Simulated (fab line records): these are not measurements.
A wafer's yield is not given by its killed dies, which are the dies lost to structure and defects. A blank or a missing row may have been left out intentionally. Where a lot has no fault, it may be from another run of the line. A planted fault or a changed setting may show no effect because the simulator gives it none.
Split-lot trial    flow rit-cmos    on a route of 202 steps: 5 lots, 27 wafers read

== THE SPLIT ITSELF ==
At RIT_ACTIVE_ETCH_13 (etches Si3N4 in SF6, stops on SiO2, time 210 s, target depth 210 nm), the setting time-s was moved away from the recipe's 210 s on 9 of the 27 wafers read, by -59.8% to +54.9%. For the rest of the wafers, this setting stayed at what the recipe calls for.

The split's own step is where the reading is taken.

== THE READING ==
NOVOLAK_of_ACTIVE_COAT_06.thk-nm (the simulator's own value, which no gauge read), in nm, at RIT_ACTIVE_ETCH_13 (etches Si3N4 in SF6, stops on SiO2, time 210 s, target depth 210 nm). The file gives no usual value for it. Here, 18 wafers ran the recipe; their average is 652.2 nm with a standard deviation of 5.3 nm.

wafer   tool, chamber at the split  time-s as run, s  against the recipe  NOVOLAK_of_ACTIVE_COAT_06.thk-nm, nm  against lot-mates on the recipe
L077.1  rie-diel-03, 3              289.3             +37.8%              566.7                                 -77.9
L077.2  rie-diel-03, 1              210               recipe              642.8                                 -
L077.3  rie-diel-03, 0              289.3             +37.8%              561.8                                 -82.8
L077.4  rie-diel-03, 2              210               recipe              643.2                                 -
L077.5  rie-diel-03, 3              289.3             +37.8%              567.5                                 -77.1
L077.6  rie-diel-03, 0              210               recipe              647.7                                 -
L078.1  rie-diel-04, 3              84.46             -59.8%              788.6                                 +135.2
L078.2  rie-diel-04, 2              210               recipe              654                                   -
L078.3  rie-diel-04, 1              84.46             -59.8%              790.6                                 +137.2
L078.4  rie-diel-04, 0              210               recipe              651.8                                 -
L078.5  rie-diel-04, 3              84.46             -59.8%              786.7                                 +133.3
L078.6  rie-diel-04, 2              210               recipe              654.5                                 -
L080.1  rie-diel-01, 0              210               recipe              653.7                                 -
L080.3  rie-diel-01, 3              210               recipe              659.4                                 -
L080.4  rie-diel-01, 1              210               recipe              643.7                                 -
L083.1  rie-diel-04, 3              325.3             +54.9%              516.2                                 -136.5
L083.2  rie-diel-04, 2              210               recipe              654.5                                 -
L083.3  rie-diel-04, 1              325.3             +54.9%              526.7                                 -126.0
L083.4  rie-diel-04, 0              210               recipe              655.5                                 -
L083.5  rie-diel-04, 3              210               recipe              648.2                                 -
L083.6  rie-diel-04, 0              325.3             +54.9%              529.8                                 -122.9
L084.1  rie-diel-03, 3              210               recipe              660.8                                 -
L084.2  rie-diel-03, 0              210               recipe              658.1                                 -
L084.3  rie-diel-03, 1              210               recipe              650.1                                 -
L084.4  rie-diel-03, 2              210               recipe              650.6                                 -
L084.5  rie-diel-03, 1              210               recipe              656                                   -
L084.6  rie-diel-03, 0              210               recipe              655.8                                 -

FIT RESULTS
A straight line over all 27 wafers: NOVOLAK_of_ACTIVE_COAT_06.thk-nm changes by -2.3 nm for each +1% of time-s; r = -1.00; the points scatter about the line by 5.1 nm.
The same after taking each lot's own level away (the mean of its wafers on the recipe; 27 wafers): -2.26 nm for each +1%; r = -1.00; scatter 4.7 nm.
On that fit, the largest move of time-s shifts the reading by 1.4e+02 nm.
From 644.57 to 655.23 nm: that is the span of the lots' own levels, equal to 2.0 times the standard deviation above.
So the lot-to-lot level changes the slope little: the two slopes agree.
Check: with one of the wafers moved furthest among these (-59.8%) left out of the fit, the line predicts +136 nm for it against its lot-mates. It came out at +135 nm against them.
Tool readings at the split's step, against how far the setting was moved: oes-product-au r = -0.82.

== THE WHOLE CHAIN: every reading that the file lists as answering this split, in the file's order ==
step                what it does                                                         reading                                                                              change (the file's fit)                                                               r (the file's)
RIT_ACTIVE_ETCH_13  etches Si3N4 in SF6, stops on SiO2, time 210 s, target depth 210 nm  oes-product-au                                                                       not straight: 1.036 at the lowest setting, 0.824 at the recipe, 0.805 at the highest  not given
RIT_ACTIVE_ETCH_13  etches Si3N4 in SF6, stops on SiO2, time 210 s, target depth 210 nm  SiO2_of_ACTIVE_OXIDATION_01.thk-nm (the simulator's own value, which no gauge read)  not straight: 46.02 at the lowest setting, 46.17 at the recipe, 0 at the highest      not given
RIT_ACTIVE_ETCH_13  etches Si3N4 in SF6, stops on SiO2, time 210 s, target depth 210 nm  NOVOLAK_of_ACTIVE_COAT_06.thk-nm (the simulator's own value, which no gauge read)    -2.26 nm for each +1% of the setting                                                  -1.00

== THE FILE'S OWN FIT ==
NOVOLAK_of_ACTIVE_COAT_06.thk-nm changes by -2.26 nm for each +1% of time-s, r = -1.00.
